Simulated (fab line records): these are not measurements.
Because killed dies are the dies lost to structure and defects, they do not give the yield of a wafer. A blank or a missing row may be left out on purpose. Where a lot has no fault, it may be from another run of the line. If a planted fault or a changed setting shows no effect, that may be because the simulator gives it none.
Which tool did it? + flow berkeley-cmos170 + 45 wafers from 15 lots sampled at 6 of the route's 331 steps

WHAT EACH GAUGE READ, for each wafer
UCB170_PVT_OVL_MEAS_06.
| lot  | measured     | on         | PVT_OVL (nm) |
|------|--------------|------------|--------------|
| L584 | day 6 23:43  | overlay-01 | 11 -5 5      |
| L583 | day 7 04:45  | overlay-01 | -1 -1 -5     |
| L585 | day 7 13:41  | overlay-01 | 3 0 -1       |
| L587 | day 7 22:55  | overlay-01 | 9 3 4        |
| L586 | day 7 23:50  | overlay-01 | 1 2 5        |
| L588 | day 8 11:13  | overlay-01 | 3 0 3        |
| L592 | day 9 11:22  | overlay-01 | -9 -5 -4     |
| L597 | day 9 12:48  | overlay-02 | -2 1 1       |
| L594 | day 9 11:38  | overlay-01 | -8 -7 -11    |
| L596 | day 9 11:54  | overlay-02 | -1 -1 -5     |
| L601 | day 10 06:25 | overlay-01 | -10 -17 -18  |
| L603 | day 10 06:58 | overlay-02 | -1 7 7       |
| L604 | day 11 01:18 | overlay-01 | -10 -8 0     |
| L605 | day 11 02:56 | overlay-02 | -1 -6 1      |
| L606 | day 11 00:56 | overlay-02 | -5 -4 -6     |

UCB170_PLDD_TW_MEAS_11.
| lot  | measured     | on            | PLDD_TW        |
|------|--------------|---------------|----------------|
| L584 | day 7 14:07  | film-metro-02 | 1030 1031 1033 |
| L583 | day 7 23:42  | film-metro-03 | 1019 1013 1020 |
| L585 | day 8 13:06  | film-metro-01 | 1002 1004 1005 |
| L587 | day 8 16:42  | film-metro-03 | 1029 1015 1021 |
| L586 | day 8 16:59  | film-metro-02 | 1028 1028 1027 |
| L588 | day 9 10:59  | film-metro-01 | 947 947 948    |
| L592 | day 10 05:59 | film-metro-01 | 941 944 946    |
| L597 | day 10 07:14 | film-metro-03 | 1016 1017 1019 |
| L594 | day 10 06:48 | film-metro-03 | 963 965 961    |
| L596 | day 10 05:14 | film-metro-03 | 1016 1020 1014 |
| L601 | day 10 21:34 | film-metro-01 | 1002 999 1003  |
| L603 | day 10 20:19 | film-metro-03 | 1022 1014 1022 |
| L604 | day 12 00:16 | film-metro-01 | 1001 997 998   |
| L605 | day 12 00:10 | film-metro-02 | 1020 1020 1020 |
| L606 | day 11 23:26 | film-metro-01 | 1000 994 996   |

UCB170_PSD_CD_MEAS_06: target cd 1200 nm.
| lot  | measured     | on        | cd-nm (nm)           |
|------|--------------|-----------|----------------------|
| L584 | day 8 00:07  | cd-sem-01 | 1199.4 1199.4 1198.8 |
| L583 | day 8 08:43  | cd-sem-01 | 1198.9 1200.0 1198.9 |
| L585 | day 8 23:50  | cd-sem-01 | 1201.1 1201.4 1201.0 |
| L587 | day 9 00:08  | cd-sem-02 | 1198.8 1199.1 1199.0 |
| L586 | day 9 00:08  | cd-sem-01 | 1198.9 1199.7 1199.9 |
| L588 | day 9 22:56  | cd-sem-02 | 1200.7 1201.0 1200.6 |
| L592 | day 10 15:11 | cd-sem-02 | 1200.1 1200.8 1199.2 |
| L597 | day 10 15:33 | cd-sem-02 | 1201.6 1201.2 1202.0 |
| L594 | day 10 15:20 | cd-sem-01 | 1201.4 1202.3 1200.3 |
| L596 | day 10 14:49 | cd-sem-02 | 1199.1 1200.0 1200.4 |
| L601 | day 11 05:52 | cd-sem-02 | 1198.9 1200.2 1198.5 |
| L603 | day 11 05:35 | cd-sem-01 | 1200.7 1199.9 1200.4 |
| L604 | day 12 09:16 | cd-sem-01 | 1199.9 1199.4 1198.9 |
| L605 | day 12 09:14 | cd-sem-02 | 1196.9 1199.2 1197.8 |
| L606 | day 12 08:58 | cd-sem-01 | 1200.5 1200.0 1200.5 |

UCB170_SDANNEAL_RS_MEAS_04: a four-point-probe measurement.
| lot  | measured     | on            | PLDD_RS (ohm/sq)     |
|------|--------------|---------------|----------------------|
| L584 | day 8 06:43  | film-metro-03 | 1031.3 1032.6 1032.5 |
| L583 | day 8 13:54  | film-metro-03 | 1029.9 1031.2 1027.8 |
| L585 | day 9 03:53  | film-metro-02 | 1032.8 1032.4 1031.9 |
| L587 | day 9 07:16  | film-metro-02 | 1030.7 1034.4 1034.9 |
| L586 | day 9 07:21  | film-metro-03 | 1038.5 1032.7 1029.4 |
| L588 | day 10 05:43 | film-metro-01 | 1052.4 1050.5 1050.1 |
| L592 | day 10 21:18 | film-metro-03 | 1048.7 1047.1 1049.1 |
| L597 | day 10 22:44 | film-metro-01 | 1026.3 1031.2 1029.6 |
| L594 | day 10 21:23 | film-metro-02 | 1046.1 1049.4 1048.6 |
| L596 | day 10 20:45 | film-metro-02 | 1032.0 1029.6 1028.5 |
| L601 | day 11 11:01 | film-metro-02 | 1029.5 1026.9 1028.5 |
| L603 | day 11 10:37 | film-metro-03 | 1027.9 1025.9 1024.8 |
| L604 | day 12 12:43 | film-metro-03 | 1028.7 1029.4 1028.1 |
| L605 | day 12 12:37 | film-metro-01 | 1033.9 1031.0 1034.5 |
| L606 | day 12 12:28 | film-metro-02 | 1035.0 1036.8 1034.2 |

WHICH TOOL RAN EACH LOT (tool, then ch and the chambers of the sampled wafers, then the start)
| lot  | UCB170_ACTIVE_STRIP_16              | UCB170_PLDD_IMPLANT_08          |
|------|-------------------------------------|---------------------------------|
| L584 | plasma-asher-01 ch 0,1, day 5 11:55 | implanter-04 ch 0, day 7 13:44  |
| L583 | plasma-asher-03 ch 0,1, day 5 12:07 | implanter-01 ch 0, day 7 23:20  |
| L585 | plasma-asher-01 ch 0,1, day 5 20:30 | implanter-01 ch 0, day 8 12:43  |
| L587 | plasma-asher-03 ch 0,1, day 6 06:44 | implanter-01 ch 0, day 8 16:20  |
| L586 | plasma-asher-01 ch 0,1, day 6 06:56 | implanter-03 ch 0, day 8 16:35  |
| L588 | plasma-asher-01 ch 0,1, day 6 15:35 | implanter-01 ch 0, day 9 10:35  |
| L592 | plasma-asher-01 ch 0,1, day 7 17:50 | implanter-01 ch 0, day 10 05:37 |
| L597 | plasma-asher-04 ch 0, day 7 18:22   | implanter-04 ch 0, day 10 06:50 |
| L594 | plasma-asher-03 ch 0,1, day 7 18:38 | implanter-01 ch 0, day 10 06:24 |
| L596 | plasma-asher-01 ch 0,1, day 7 18:52 | implanter-04 ch 0, day 10 04:50 |
| L601 | plasma-asher-01 ch 0,1, day 8 07:53 | implanter-03 ch 0, day 10 21:02 |
| L603 | plasma-asher-03 ch 0,1, day 8 17:47 | implanter-03 ch 0, day 10 19:57 |
| L604 | plasma-asher-03 ch 0,1, day 9 10:16 | implanter-03 ch 0, day 11 23:52 |
| L605 | plasma-asher-01 ch 0,1, day 9 10:19 | implanter-04 ch 0, day 11 23:47 |
| L606 | plasma-asher-01 ch 0,1, day 9 14:51 | implanter-03 ch 0, day 11 23:03 |
- UCB170_ACTIVE_STRIP_16: strips in O2.
- UCB170_PLDD_IMPLANT_08

AS READ BY THE TOOLS THEMSELVES (means over the sampled wafers that have a number; for cases with no such wafer, the mark the record gives instead)
UCB170_ACTIVE_STRIP_16.
| lot  | tool            | drypump-motor-current-A (A) | oes-product-au (a.u.) | strip-time-to-endpoint-s (s) |
|------|-----------------|-----------------------------|-----------------------|------------------------------|
| L584 | plasma-asher-01 | 5.4                         | 0.722                 | 18.16                        |
| L583 | plasma-asher-03 | 6.1                         | 0.719                 | 18.13                        |
| L585 | plasma-asher-01 | 5.5                         | 0.719                 | 18.12                        |
| L587 | plasma-asher-03 | 5.8                         | 0.722                 | 18.19                        |
| L586 | plasma-asher-01 | 5.6                         | 0.720                 | 18.05                        |
| L588 | plasma-asher-01 | 5.5                         | 0.721                 | 18.08                        |
| L592 | plasma-asher-01 | 5.4                         | 0.721                 | 18.07                        |
| L597 | plasma-asher-04 | 5.4                         | 0.724                 | 18.16                        |
| L594 | plasma-asher-03 | 5.8                         | 0.716                 | 18.03                        |
| L596 | plasma-asher-01 | 5.4                         | 0.723                 | 18.01                        |
| L601 | plasma-asher-01 | 5.5                         | 0.720                 | 18.16                        |
| L603 | plasma-asher-03 | 5.8                         | 0.724                 | 18.21                        |
| L604 | plasma-asher-03 | 5.8                         | 0.720                 | 18.09                        |
| L605 | plasma-asher-01 | 5.6                         | 0.721                 | 18.15                        |
| L606 | plasma-asher-01 | 5.4                         | 0.721                 | 18.05                        |

UCB170_PLDD_IMPLANT_08.
| lot  | tool         | beam-energy-keV | beam-on-s (s) | faraday-current-uA |
|------|--------------|-----------------|---------------|--------------------|
| L584 | implanter-04 | 9.996           | 9.92          | 159                |
| L583 | implanter-01 | 9.998           | 10.18         | 156                |
| L585 | implanter-01 | 10.001          | 10.15         | 156                |
| L587 | implanter-01 | 10.002          | 10.00         | 158                |
| L586 | implanter-03 | 9.999           | 10.02         | 158                |
| L588 | implanter-01 | 6.499           | 17.01         | 93                 |
| L592 | implanter-01 | 6.503           | 16.77         | 95                 |
| L597 | implanter-04 | 10.003          | 10.00         | 159                |
| L594 | implanter-01 | 6.501           | 16.65         | 95                 |
| L596 | implanter-04 | 10.000          | 10.10         | 157                |
| L601 | implanter-03 | 10.001          | 10.16         | 156                |
| L603 | implanter-03 | 10.001          | 9.69          | 163                |
| L604 | implanter-03 | 10.000          | 10.06         | 157                |
| L605 | implanter-04 | 10.002          | 10.17         | 155                |
| L606 | implanter-03 | 10.003          | 10.05         | 158                |

THE ANSWER, worked out from the rows above alone
Rule: the usual values come from the lots themselves. Put in order of their means at a reading, lots are off if they are a third of the lots or fewer, leave a main group of 4 or more, and stand apart from it by a gap of 3 or more times the standard deviation of the main group's means; of several such gaps the widest counts. If all means in a main group match to the digits the tables above print for the reading, that group is not used. A lot without any number at a reading at which 4 lots or more have one is off too. The other lots that the step has rows for count as sound. Order of review: gauges by route order, followed by the tools' own readings, for which a lot's mean as printed above is used. At the first step where some lot is off, the reading lying furthest off is the one used; lots without a number count as furthest.
Off: L588, L592, L594, seen at UCB170_PLDD_TW_MEAS_11 (PLDD_TW). The main group: mean 1014, standard deviation 11.
A tool fits if, at a process step before that reading, it ran every lot that is off, and no sound lot after the first of them. The gauges at UCB170_PLDD_TW_MEAS_11 aren't tried: what is off there is off at UCB170_PLDD_IMPLANT_08 too, on other tools, and a gauge's error can't cause that. One candidate fits, namely implanter-01 at UCB170_PLDD_IMPLANT_08. Its last sound lot is L587 (day 8 16:20), its first lot that is off L588 (day 9 10:35): a fault that began between those two fits.
The tool's own readings at UCB170_PLDD_IMPLANT_08 bear it out: on the lots that are off they differ by more than 5 times the standard deviation of the sound lots' means. beam-energy-keV reads 6.501 there against 10.001 on the sound lots; beam-on-s reads 16.81 s there against 10.04 s on the sound lots; faraday-current-uA reads 94 there against 158 on the sound lots.

WHAT WAS PUT IN BY THE SIMULATOR
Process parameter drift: implanter-01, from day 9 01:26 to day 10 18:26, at UCB170_PLDD_IMPLANT_08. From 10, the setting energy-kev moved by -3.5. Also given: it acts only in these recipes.
Shown lots that were struck: L588, L592, L594. Same finding as the rule above.
